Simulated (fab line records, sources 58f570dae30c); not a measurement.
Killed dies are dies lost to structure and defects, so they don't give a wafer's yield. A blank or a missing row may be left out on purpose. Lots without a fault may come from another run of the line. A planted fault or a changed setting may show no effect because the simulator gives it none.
One fault seen from 2 desks | flow berkeley_cmos170 | each desk has only its own numbers; what lay behind them comes last

THE METROLOGY DESK
What the gauges read, lot by lot, whatever tool the lot ran on: means of the sampled wafers that have a number. A lot is out of limits, marked OUT, if its mean lies more than 4 standard deviations from the usual mean; the brackets give that distance.
Columns: A = cd_nm at UCB170_GATE_CD_MEAS_12, usual 350.7 nm; B = PLDD_OVL at UCB170_PLDD_OVL_MEAS_07, usual -2 nm
lot  | first seen here | A     | B
L188 | day 6 23:36     | 352.8 | 4
L189 | day 6 23:44     | 350.3 | -3
L192 | day 7 06:40     | 351.9 | -3
L190 | day 7 07:07     | 350.7 | 2
L194 | day 7 10:09     | 351.8 | 0
L195 | day 8 11:29     | 350.6 | -6
L197 | day 8 11:45     | 350.0 | -6
L200 | day 8 15:37     | 349.7 | -4
L199 | day 8 16:08     | 352.3 | 4
L201 | day 9 11:34     | 351.4 | 5
L204 | day 9 23:56     | 348.3 | -6
L206 | day 10 15:17    | 351.4 | -11
L205 | day 11 00:41    | 347.8 | -5
L209 | day 11 00:55    | 349.2 | 2
L208 | day 11 15:54    | 352.8 | -7
This desk's finding: nothing out of limits on any of the 15 lots.

THE TOOL OWNER'S DESK: rie_metal-02
The tool's own readings at UCB170_M3_METAL_ETCH_18 (etches Al in Cl2/BCl3, stops on SiO2, target depth 1170 nm, time 195 s): means of the sampled wafers that have a number, for each lot that ran on this tool. A lot is out of limits, marked OUT, if its mean lies more than 4 standard deviations from the usual mean; the brackets give that distance.
Columns: A = bias_w at UCB170_M3_METAL_ETCH_18, usual 120.0 W; B = drypump_motor_current_A at UCB170_M3_METAL_ETCH_18, usual 5.9 A; C = mfc_cl2_sccm at UCB170_M3_METAL_ETCH_18, usual 89.98 sccm; D = oes_product_au at UCB170_M3_METAL_ETCH_18, usual 0.855 a.u.; E = throttle_valve_pct at UCB170_M3_METAL_ETCH_18, usual 24.40 %
lot  | first seen here | A                       | B   | C     | D     | E
L189 | day 8 20:22     | 120.2                   | 5.6 | 90.36 | 0.854 | 24.41
L194 | day 9 02:53     | 119.9                   | 5.3 | 90.12 | 0.860 | 24.43
L190 | day 9 03:20     | 120.0                   | 5.3 | 89.77 | 0.854 | 24.43
L200 | day 10 17:06    | 119.9                   | 5.7 | 89.81 | 0.848 | 24.41
L204 | day 11 20:35    | 186.0 (+99 or more) OUT | 5.3 | 89.97 | 0.861 | 24.44
L206 | day 12 09:15    | 186.0 (+99 or more) OUT | 5.3 | 89.89 | 0.864 | 24.45
L205 | day 12 20:23    | 185.6 (+99 or more) OUT | 5.3 | 89.76 | 0.858 | 24.43
This desk's finding: out of limits on L204, L205, L206; first on L204, day 11 20:35 (bias_w at UCB170_M3_METAL_ETCH_18). In limits: L189, L194, L190, L200.

PUT TOGETHER
The tool owner's desk could have raised an alarm at day 11 20:35, on L204, L205, L206.
The metrology desk saw nothing out of limits.
The metrology desk has L204, L205, L206 on record, within its limits.
Of the lots named, all ran UCB170_M3_METAL_ETCH_18 on rie_metal-02.

WHAT THE SIMULATOR HAD PUT IN
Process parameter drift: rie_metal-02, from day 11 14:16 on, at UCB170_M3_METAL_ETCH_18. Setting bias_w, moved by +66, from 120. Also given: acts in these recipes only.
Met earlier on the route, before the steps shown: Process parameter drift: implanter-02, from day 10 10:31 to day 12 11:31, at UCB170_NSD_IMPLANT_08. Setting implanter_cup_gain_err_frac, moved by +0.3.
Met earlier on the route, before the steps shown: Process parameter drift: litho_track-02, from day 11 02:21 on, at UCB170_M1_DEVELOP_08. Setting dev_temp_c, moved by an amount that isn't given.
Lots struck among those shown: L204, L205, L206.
Hours from the fault's start to each desk's first reading out of limits: the tool owner's desk, 6.
